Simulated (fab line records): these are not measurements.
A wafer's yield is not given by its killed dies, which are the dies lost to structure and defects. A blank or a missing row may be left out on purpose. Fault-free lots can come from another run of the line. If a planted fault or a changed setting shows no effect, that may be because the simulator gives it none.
A sampling plan put to the test + flow berkeley-cmos170 + each of the 28 faults these records tell of, on one fab line, judged from the records of the lots it struck
The plan is the line's own looks: the steps of the route at which a gauge or an inspection reads the wafer and doesn't change it. A look can be judged if struck wafers have a number there and the file gives its usual mean and standard deviation on fault-free wafers. Caught: at a look after the fault's first step, the mean of the struck wafers lies 4 or more of those standard deviations (sigma) from the usual mean. On the tool: the same test on the tool's own readings at the fault's steps. A different recipe on the struck wafers counts as caught too, as does a record blank only for those wafers.

## THE FAULTS, as the simulator had put them in
1. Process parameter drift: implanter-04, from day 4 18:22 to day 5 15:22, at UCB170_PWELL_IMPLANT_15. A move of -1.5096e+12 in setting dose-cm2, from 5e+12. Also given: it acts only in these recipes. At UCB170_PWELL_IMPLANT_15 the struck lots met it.
2. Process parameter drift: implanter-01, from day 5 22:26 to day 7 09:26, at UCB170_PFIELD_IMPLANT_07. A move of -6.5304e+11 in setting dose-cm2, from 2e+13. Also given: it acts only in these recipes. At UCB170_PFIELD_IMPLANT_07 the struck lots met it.
3. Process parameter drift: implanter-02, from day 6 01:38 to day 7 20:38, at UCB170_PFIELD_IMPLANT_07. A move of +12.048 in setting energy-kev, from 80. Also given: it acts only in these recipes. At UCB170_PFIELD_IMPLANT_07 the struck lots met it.
4. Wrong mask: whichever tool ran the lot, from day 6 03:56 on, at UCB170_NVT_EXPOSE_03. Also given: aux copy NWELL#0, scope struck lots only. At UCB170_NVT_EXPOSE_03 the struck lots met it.
5. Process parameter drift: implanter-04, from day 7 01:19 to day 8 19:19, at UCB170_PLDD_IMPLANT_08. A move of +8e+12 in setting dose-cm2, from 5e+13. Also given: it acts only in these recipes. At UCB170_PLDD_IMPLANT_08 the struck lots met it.
6. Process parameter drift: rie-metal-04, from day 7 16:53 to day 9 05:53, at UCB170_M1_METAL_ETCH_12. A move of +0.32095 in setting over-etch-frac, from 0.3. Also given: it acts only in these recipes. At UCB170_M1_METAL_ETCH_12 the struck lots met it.
7. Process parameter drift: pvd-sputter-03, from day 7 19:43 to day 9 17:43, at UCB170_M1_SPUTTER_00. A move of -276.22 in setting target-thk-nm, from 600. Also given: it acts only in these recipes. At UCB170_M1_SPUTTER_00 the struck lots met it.
8. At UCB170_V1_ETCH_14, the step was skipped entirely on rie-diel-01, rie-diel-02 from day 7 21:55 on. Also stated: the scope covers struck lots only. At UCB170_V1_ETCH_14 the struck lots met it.
9. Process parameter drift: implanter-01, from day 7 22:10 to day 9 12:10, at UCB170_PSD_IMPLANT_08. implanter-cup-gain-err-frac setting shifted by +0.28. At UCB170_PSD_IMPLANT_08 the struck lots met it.
10. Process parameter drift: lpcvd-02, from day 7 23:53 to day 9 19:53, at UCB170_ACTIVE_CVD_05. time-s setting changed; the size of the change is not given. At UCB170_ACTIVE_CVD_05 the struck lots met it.
11. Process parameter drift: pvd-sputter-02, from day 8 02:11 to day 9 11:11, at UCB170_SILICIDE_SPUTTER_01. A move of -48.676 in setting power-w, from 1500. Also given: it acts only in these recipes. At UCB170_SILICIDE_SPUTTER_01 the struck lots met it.
12. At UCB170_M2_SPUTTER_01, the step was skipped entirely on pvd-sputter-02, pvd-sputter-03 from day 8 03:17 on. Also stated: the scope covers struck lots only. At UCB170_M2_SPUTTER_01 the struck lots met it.
13. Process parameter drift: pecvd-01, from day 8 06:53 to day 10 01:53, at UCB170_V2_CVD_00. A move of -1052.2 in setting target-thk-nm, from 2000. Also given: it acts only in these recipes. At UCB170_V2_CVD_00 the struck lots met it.
14. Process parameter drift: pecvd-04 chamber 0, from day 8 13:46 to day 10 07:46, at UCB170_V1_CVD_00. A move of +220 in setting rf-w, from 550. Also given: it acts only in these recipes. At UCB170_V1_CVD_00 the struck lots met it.
15. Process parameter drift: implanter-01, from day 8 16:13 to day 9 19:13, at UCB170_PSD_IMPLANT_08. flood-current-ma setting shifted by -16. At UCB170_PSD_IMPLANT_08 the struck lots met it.
16. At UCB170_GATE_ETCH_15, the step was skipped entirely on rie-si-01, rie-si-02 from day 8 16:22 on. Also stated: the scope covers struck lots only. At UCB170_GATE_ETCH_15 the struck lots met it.
17. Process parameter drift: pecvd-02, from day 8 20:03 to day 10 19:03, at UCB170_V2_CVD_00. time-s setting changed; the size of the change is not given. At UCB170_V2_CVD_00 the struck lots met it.
18. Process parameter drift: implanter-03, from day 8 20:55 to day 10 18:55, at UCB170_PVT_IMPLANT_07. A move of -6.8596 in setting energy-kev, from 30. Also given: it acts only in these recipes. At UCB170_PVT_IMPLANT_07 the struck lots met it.
19. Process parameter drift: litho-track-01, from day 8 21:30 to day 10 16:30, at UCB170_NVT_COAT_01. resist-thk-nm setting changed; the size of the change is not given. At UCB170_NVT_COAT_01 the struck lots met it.
20. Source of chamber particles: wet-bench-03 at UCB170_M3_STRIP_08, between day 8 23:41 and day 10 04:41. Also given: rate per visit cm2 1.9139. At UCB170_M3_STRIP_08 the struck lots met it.
21. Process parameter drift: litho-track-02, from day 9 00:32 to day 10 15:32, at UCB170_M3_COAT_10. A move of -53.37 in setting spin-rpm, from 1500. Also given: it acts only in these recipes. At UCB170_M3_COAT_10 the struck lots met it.
22. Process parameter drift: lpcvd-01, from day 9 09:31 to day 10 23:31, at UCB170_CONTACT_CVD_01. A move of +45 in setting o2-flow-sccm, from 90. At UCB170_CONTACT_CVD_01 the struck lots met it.
23. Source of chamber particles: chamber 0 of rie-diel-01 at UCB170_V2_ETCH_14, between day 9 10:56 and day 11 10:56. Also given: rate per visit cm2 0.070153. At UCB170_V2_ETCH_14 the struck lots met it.
24. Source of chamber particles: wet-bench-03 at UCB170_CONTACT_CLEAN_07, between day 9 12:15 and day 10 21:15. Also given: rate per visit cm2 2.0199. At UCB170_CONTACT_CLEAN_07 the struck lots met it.
25. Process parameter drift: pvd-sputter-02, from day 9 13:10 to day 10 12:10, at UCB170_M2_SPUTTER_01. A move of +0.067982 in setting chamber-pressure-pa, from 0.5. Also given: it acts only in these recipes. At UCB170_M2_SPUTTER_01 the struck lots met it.
26. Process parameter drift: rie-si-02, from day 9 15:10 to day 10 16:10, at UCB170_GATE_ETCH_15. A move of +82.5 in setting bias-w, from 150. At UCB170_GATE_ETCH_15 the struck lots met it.
27. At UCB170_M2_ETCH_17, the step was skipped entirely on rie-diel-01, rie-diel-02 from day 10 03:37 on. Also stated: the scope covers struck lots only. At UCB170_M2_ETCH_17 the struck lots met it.
28. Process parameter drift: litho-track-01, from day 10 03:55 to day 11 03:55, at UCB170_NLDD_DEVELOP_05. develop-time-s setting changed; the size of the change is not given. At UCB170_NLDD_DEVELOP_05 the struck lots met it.

## WHAT THE PLAN SAW
| fault | on the tool itself                               | first look that catches it                      | reading, sigma                                                | median hours from its first step to that look | hours from the fault's start to the first struck lot there | judged looks passed uncaught |
|-------|--------------------------------------------------|-------------------------------------------------|---------------------------------------------------------------|-----------------------------------------------|------------------------------------------------------------|------------------------------|
| 1     | dose-ions-cm2 -99 or beyond sigma                | UCB170_PWELL_TW_MEAS_17                         | PWELL_TW -13                                                  | 0.2                                           | 9                                                          | 0                            |
| 2     | dose-ions-cm2 -27 sigma                          | no look after it can be judged                  | -                                                             | -                                             | -                                                          | 0                            |
| 3     | beam-energy-keV +99 or beyond sigma              | no look after it can be judged                  | -                                                             | -                                             | -                                                          | 0                            |
| 4     | no reading that can be judged                    | UCB170_NVT_TW_MEAS_09                           | NVT_TW -99 or beyond                                          | 0.7                                           | 5                                                          | 0                            |
| 5     | dose-ions-cm2 +99 or beyond sigma                | UCB170_SDANNEAL_RS_MEAS_04                      | PLDD_RS -25                                                   | 12.9                                          | 12                                                         | 2                            |
| 6     | oes-product-au -10 sigma                         | not the one look that can be judged after it    | strongest: cd-nm at UCB170_M1_CD_MEAS_90, -3.6                | -                                             | -                                                          | 1                            |
| 7     | under 2 sigma                                    | UCB170_M1_RS_MEAS_01                            | M1_AL_RS +77                                                  | 0.1                                           | 1                                                          | 0                            |
| 8     | the tool's record is blank for the struck wafers | no look after it can be judged                  | -                                                             | -                                             | -                                                          | 0                            |
| 9     | faraday-current-uA +13 sigma                     | UCB170_PSD_TW_MEAS_10                           | PSD_TW -9.4                                                   | 0.2                                           | 11                                                         | 0                            |
| 10    | no reading that can be judged                    | UCB170_ACTIVE_THK_MEAS_06                       | ACTIVE_NITRIDE_THK -5.4                                       | 1.9                                           | 7                                                          | 0                            |
| 11    | cathode-dc-power-W -99 or beyond sigma           | none of the 2 looks that can be judged after it | strongest: SILICIDE_TI_RS at UCB170_SILICIDE_RS_MEAS_02, +3.4 | -                                             | -                                                          | 2                            |
| 12    | the tool's record is blank for the struck wafers | no look after it can be judged                  | -                                                             | -                                             | -                                                          | 0                            |
| 13    | under 2 sigma                                    | UCB170_V2_THK_MEAS_01                           | V2_TEOS_THK -43                                               | 0.2                                           | 0                                                          | 0                            |
| 14    | rf-fwd-power-W +99 or beyond sigma               | UCB170_V1_THK_MEAS_01                           | V1_TEOS_THK +8.5                                              | 0.2                                           | 13                                                         | 0                            |
| 15    | no reading that can be judged                    | none of the 9 looks that can be judged after it | -                                                             | -                                             | -                                                          | 9                            |
| 16    | the tool's record is blank for the struck wafers | no look after it can be judged                  | -                                                             | -                                             | -                                                          | 0                            |
| 17    | run-length-s -99 or beyond sigma                 | UCB170_V2_THK_MEAS_01                           | V2_TEOS_THK -31                                               | 0.2                                           | 13                                                         | 0                            |
| 18    | beam-energy-keV -99 or beyond sigma              | UCB170_PVT_TW_MEAS_09                           | PVT_TW -9.2                                                   | 0.2                                           | 14                                                         | 0                            |
| 19    | under 2 sigma                                    | no look after it can be judged                  | -                                                             | -                                             | -                                                          | 0                            |
| 20    | under 2 sigma                                    | no look after it can be judged                  | -                                                             | -                                             | -                                                          | 0                            |
| 21    | spin-speed-rpm -56 sigma                         | not the one look that can be judged after it    | -                                                             | -                                             | -                                                          | 1                            |
| 22    | o2-flow-sccm +99 or beyond sigma                 | UCB170_CONTACT_THK_MEAS_02                      | CONTACT_PSG_THK +23                                           | 1.8                                           | 6                                                          | 0                            |
| 23    | under 2 sigma                                    | none of the 7 looks that can be judged after it | -                                                             | -                                             | -                                                          | 7                            |
| 24    | no reading that can be judged                    | none of the 2 looks that can be judged after it | -                                                             | -                                             | -                                                          | 2                            |
| 25    | chamber-pressure-pa +70 sigma                    | not the one look that can be judged after it    | strongest: M2_AL_RS at UCB170_M2_RS_MEAS_02, +2.5             | -                                             | -                                                          | 1                            |
| 26    | bias-w +99 or beyond sigma                       | no look after it can be judged                  | -                                                             | -                                             | -                                                          | 0                            |
| 27    | the tool's record is blank for the struck wafers | no look after it can be judged                  | -                                                             | -                                             | -                                                          | 0                            |
| 28    | no reading that can be judged                    | UCB170_NLDD_TW_MEAS_11                          | NLDD_TW -99 or beyond                                         | 1.4                                           | 4                                                          | 0                            |
A dash: this means the fault isn't caught or the number doesn't appear in these records.

Caught at a look: 12 of 28. Caught on the tool: 18 of 28. By one or the other: 23 of 28.
Faults 2, 3, 6, 8, 11, 12, 16, 21, 25, 26, 27 were caught on the tool alone.
Caught at a look alone: faults 4, 7, 10, 13, 28.
Caught by neither: faults 15, 19, 20, 23, 24.

## THINNER SAMPLING
In the worst case, this is how late the first struck lot would be measured if the look that catches a fault measured only every second or every third lot, by lot number:
| fault | struck lots at that look, in order of time | every lot | every second lot | every third lot |
|-------|--------------------------------------------|-----------|------------------|-----------------|
| 1     | L183, L184                                 | 9 h       | 17 h             | may miss all 2  |
| 4     | L808                                       | 5 h       | may miss it      | may miss it     |
| 5     | L709, L716                                 | 12 h      | 52 h             | may miss all 2  |
| 7     | L440, L443                                 | 1 h       | 23 h             | may miss all 2  |
| 9     | L849, L853                                 | 11 h      | may miss all 2   | may miss all 2  |
| 10    | L172, L173                                 | 7 h       | 7 h              | may miss all 2  |
| 13    | L713, L716                                 | 0 h       | 25 h             | may miss all 2  |
| 14    | L931, L933                                 | 13 h      | may miss all 2   | may miss all 2  |
| 17    | L299, L301                                 | 13 h      | may miss all 2   | may miss all 2  |
| 18    | L390, L394                                 | 14 h      | may miss all 2   | may miss all 2  |
| 22    | L160, L161                                 | 6 h       | 7 h              | may miss all 2  |
| 28    | L835, L839                                 | 4 h       | may miss all 2   | may miss all 2  |
Hours count from the start of the fault until the first struck lot that is measured. 4 sigma limit: tested on the pooled struck wafers, so a lone lot may be under it. Other struck lots may not be in these records.

## THE LONGEST TIMED WAY FROM STEP TO LOOK
In fault 5, a median of 12.9 hours elapses between UCB170_PLDD_IMPLANT_08 and UCB170_SDANNEAL_RS_MEAS_04. The looks between them that can be judged stayed within 4 sigma: UCB170_PLDD_TW_MEAS_11, UCB170_SPACER_THK_MEAS_01.
